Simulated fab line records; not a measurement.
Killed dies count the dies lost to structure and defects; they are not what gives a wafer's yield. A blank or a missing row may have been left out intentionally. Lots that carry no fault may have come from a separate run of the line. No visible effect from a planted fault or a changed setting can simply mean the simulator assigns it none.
Which tool is to blame? + flow ritCmos + 42 wafers from 14 lots sampled at 2 of the route's 202 steps

== WHAT THE GAUGES SHOWED, per wafer ==
RIT_NRETRO_OVL_MEAS_06. Usual: NRETRO_OVL gives 0.5 nm (standard deviation 1.4).
| lot  | measured    | on         | NRETRO_OVL (nm) | flag |
|------|-------------|------------|-----------------|------|
| L382 | day 2 07:04 | overlay-01 | 0.9 -0.5 0.5    |      |
| L384 | day 2 17:38 | overlay-01 | 2.4 0.5 -0.1    |      |
| L385 | day 2 22:18 | overlay-02 | -0.6 0.4 -0.3   |      |
| L386 | day 3 02:48 | overlay-02 | 0.9 1.1 2.0     |      |
| L387 | day 3 07:10 | overlay-02 | -0.3 0.5 1.4    |      |
| L388 | day 3 15:40 | overlay-01 | 0.1 0.0 -0.3    |      |
| L391 | day 4 08:49 | overlay-02 | 1.8 0.6 0.9     |      |
| L392 | day 4 13:29 | overlay-02 | -0.6 1.0 0.5    |      |
| L393 | day 4 16:24 | overlay-02 | -1.2 -0.2 -0.3  |      |
| L394 | day 4 21:20 | overlay-02 | -0.8 1.3 0.1    |      |
| L395 | day 5 03:32 | overlay-02 | 1.8 2.6 0.9     |      |
| L396 | day 5 10:58 | overlay-02 | 2.2 2.2 1.3     |      |
| L398 | day 5 20:55 | overlay-02 | 0.2 2.1 0.5     |      |
| L401 | day 6 10:02 | overlay-02 | -1.0 -1.5 -0.3  |      |

== TOOL THAT RAN EACH LOT (tool first, then ch and the chambers of the sampled wafers, then the start) ==
| lot  | RIT_ACTIVE_STRIP_14                |
|------|------------------------------------|
| L382 | plasmaAsher-04 ch 0,1, day 1 14:58 |
| L384 | plasmaAsher-04 ch 0,1, day 2 02:43 |
| L385 | plasmaAsher-01 ch 0,1, day 2 06:04 |
| L386 | plasmaAsher-03 ch 0,1, day 2 12:14 |
| L387 | plasmaAsher-04 ch 0,1, day 2 16:06 |
| L388 | plasmaAsher-01 ch 0,1, day 2 21:13 |
| L391 | plasmaAsher-01 ch 0,1, day 3 17:27 |
| L392 | plasmaAsher-04 ch 0,1, day 3 20:02 |
| L393 | plasmaAsher-03 ch 0,1, day 3 21:54 |
| L394 | plasmaAsher-01 ch 0,1, day 4 04:24 |
| L395 | plasmaAsher-04 ch 0,1, day 4 09:35 |
| L396 | plasmaAsher-04 ch 0,1, day 4 13:08 |
| L398 | plasmaAsher-04 ch 0,1, day 4 23:44 |
| L401 | plasmaAsher-03 ch 0,1, day 5 16:05 |
- RIT_ACTIVE_STRIP_14: strips in O2, time 180 s.

== AS READ BY THE TOOLS THEMSELVES (means over the sampled wafers that have a number; for cases with no such wafer, the mark the record gives instead) ==
RIT_ACTIVE_STRIP_14. Usual: 6.2 A for drypumpMotorCurrentA, sd 0.34.
| lot  | tool           | drypumpMotorCurrentA (A) | flag |
|------|----------------|--------------------------|------|
| L382 | plasmaAsher-04 | 6.1                      |      |
| L384 | plasmaAsher-04 | 6.1                      |      |
| L385 | plasmaAsher-01 | 5.9                      |      |
| L386 | plasmaAsher-03 | 6.5                      |      |
| L387 | plasmaAsher-04 | 6.1                      |      |
| L388 | plasmaAsher-01 | 6.1                      |      |
| L391 | plasmaAsher-01 | 5.9                      |      |
| L392 | plasmaAsher-04 | 6.1                      |      |
| L393 | plasmaAsher-03 | 6.5                      |      |
| L394 | plasmaAsher-01 | 5.9                      |      |
| L395 | plasmaAsher-04 | 6.1                      |      |
| L396 | plasmaAsher-04 | 6.1                      |      |
| L398 | plasmaAsher-04 | 6.1                      |      |
| L401 | plasmaAsher-03 | 6.5                      |      |

== THE ANSWER, worked out from the rows above alone ==
Rule: a lot is off if the mean of its wafers that have a number lies more than 3 standard deviations from the usual mean. A lot without any number at a reading at which 4 lots or more have one is off too. Where the step has rows for the other lots, those lots are counted as sound. First the gauges in route order, then the tools' own readings, where a lot's mean is used as printed above. At the first step where some lot is off, the reading lying furthest off is the one used; lots without a number count as furthest.
None of the lots is off at any reading shown; this tells nothing.

== WHAT THE SIMULATOR HAD INSERTED ==
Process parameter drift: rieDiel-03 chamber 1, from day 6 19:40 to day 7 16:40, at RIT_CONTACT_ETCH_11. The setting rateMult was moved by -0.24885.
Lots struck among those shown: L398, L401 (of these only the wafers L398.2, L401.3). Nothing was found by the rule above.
